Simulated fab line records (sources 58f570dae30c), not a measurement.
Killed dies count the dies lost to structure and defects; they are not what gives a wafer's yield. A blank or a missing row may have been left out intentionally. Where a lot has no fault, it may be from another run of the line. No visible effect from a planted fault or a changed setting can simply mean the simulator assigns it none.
Which of the tools did it? :: flow berkeley_cmos170 :: 14 lots, 42 wafers sampled, at 1 step of a route of 331

== WHAT THE GAUGES READ, wafer by wafer ==
The record lacks any reading of a measuring or inspecting step that a usual standard deviation could be used to judge.

== WHICH TOOL RAN EACH LOT (tool, then ch and the chambers of the sampled wafers, then the start) ==
lot: L582
UCB170_PVT_IMPLANT_07: implanter-01 ch 0, day 7 05:25

lot: L583
UCB170_PVT_IMPLANT_07: implanter-04 ch 0, day 7 06:32

lot: L581
UCB170_PVT_IMPLANT_07: implanter-02 ch 0, day 7 07:16

lot: L586
UCB170_PVT_IMPLANT_07: implanter-02 ch 0, day 8 14:34

lot: L587
UCB170_PVT_IMPLANT_07: implanter-04 ch 0, day 8 14:58

lot: L588
UCB170_PVT_IMPLANT_07: implanter-04 ch 0, day 9 00:14

lot: L590
UCB170_PVT_IMPLANT_07: implanter-04 ch 0, day 9 01:13

lot: L592
UCB170_PVT_IMPLANT_07: implanter-04 ch 0, day 9 16:13

lot: L595
UCB170_PVT_IMPLANT_07: implanter-02 ch 0, day 10 05:17

lot: L594
UCB170_PVT_IMPLANT_07: implanter-04 ch 0, day 10 05:19

lot: L596
UCB170_PVT_IMPLANT_07: implanter-02 ch 0, day 10 10:07

lot: L600
UCB170_PVT_IMPLANT_07: implanter-02 ch 0, day 10 19:11

lot: L601
UCB170_PVT_IMPLANT_07: implanter-02 ch 0, day 10 19:56

lot: L602
UCB170_PVT_IMPLANT_07: implanter-02 ch 0, day 11 06:34
- UCB170_PVT_IMPLANT_07

== AS READ BY THE TOOLS THEMSELVES (means over the sampled wafers that have a number; for cases with no such wafer, the mark the record gives instead) ==
UCB170_PVT_IMPLANT_07.
lot: L582
tool: implanter-01
beam_energy_keV: 29.992
dose_ions_cm2: 1.9990e+12

lot: L583
tool: implanter-04
beam_energy_keV: 29.996
dose_ions_cm2: 1.9990e+12

lot: L581
tool: implanter-02
beam_energy_keV: 29.996
dose_ions_cm2: 1.9973e+12

lot: L586
tool: implanter-02
beam_energy_keV: 29.985
dose_ions_cm2: 1.9990e+12

lot: L587
tool: implanter-04
beam_energy_keV: 30.002
dose_ions_cm2: 1.9986e+12

lot: L588
tool: implanter-04
beam_energy_keV: 30.005
dose_ions_cm2: 2.0015e+12

lot: L590
tool: implanter-04
beam_energy_keV: 30.006
dose_ions_cm2: 2.0018e+12

lot: L592
tool: implanter-04
beam_energy_keV: 29.997
dose_ions_cm2: 1.9763e+12

lot: L595
tool: implanter-02
beam_energy_keV: 30.003
dose_ions_cm2: 2.0025e+12

lot: L594
tool: implanter-04
beam_energy_keV: 30.007
dose_ions_cm2: 1.9748e+12

lot: L596
tool: implanter-02
beam_energy_keV: 29.983
dose_ions_cm2: 2.0000e+12

lot: L600
tool: implanter-02
beam_energy_keV: 30.006
dose_ions_cm2: 2.0017e+12

lot: L601
tool: implanter-02
beam_energy_keV: 30.002
dose_ions_cm2: 1.9990e+12

lot: L602
tool: implanter-02
beam_energy_keV: 30.012
dose_ions_cm2: 2.0010e+12

== THE ANSWER, worked out from the rows above alone ==
Rule: the usual values come from the lots themselves. Put in order of their means at a reading, lots are off if they are a third of the lots or fewer, leave a main group of 4 or more, and stand apart from it by a gap of 3 or more times the standard deviation of the main group's means; of several such gaps the widest counts. The tables above print the reading to a certain number of digits; a main group whose means all agree to those digits is not used. Also off: a lot with no number at a reading for which 4 or more lots have one. Where the step has rows for the other lots, those lots are counted as sound. The gauges are gone through in route order, then the tools' own readings, and for those a lot's mean is taken as printed above. The first step at which some lot is off is used, and at that step the reading that is off furthest; a lot without a number counts as furthest.
Off: L592, L594, at UCB170_PVT_IMPLANT_07 (dose_ions_cm2). The main group: mean 2.0000e+12, standard deviation 1.6e+09.
A tool fits if, at that step or a process step before it, it ran every lot that is off, and no sound lot after the first of them. One fits: UCB170_PVT_IMPLANT_07 on implanter-04. A fault onset in the window from L590 (day 9 01:13, its last sound lot) to L592 (day 9 16:13, its first lot off) fits.
The tool's own readings at UCB170_PVT_IMPLANT_07 bear it out: on the lots that are off they differ by more than 5 times the standard deviation of the sound lots' means. dose_ions_cm2 reads 1.9756e+12 there against 2.0000e+12 on the sound lots.

== WHAT WAS PUT IN BY THE SIMULATOR ==
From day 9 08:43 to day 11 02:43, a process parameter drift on implanter-04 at UCB170_PVT_IMPLANT_07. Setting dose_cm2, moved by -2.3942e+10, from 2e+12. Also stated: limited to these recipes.
Lots struck among those shown: L592, L594. The same result came from the rule above.
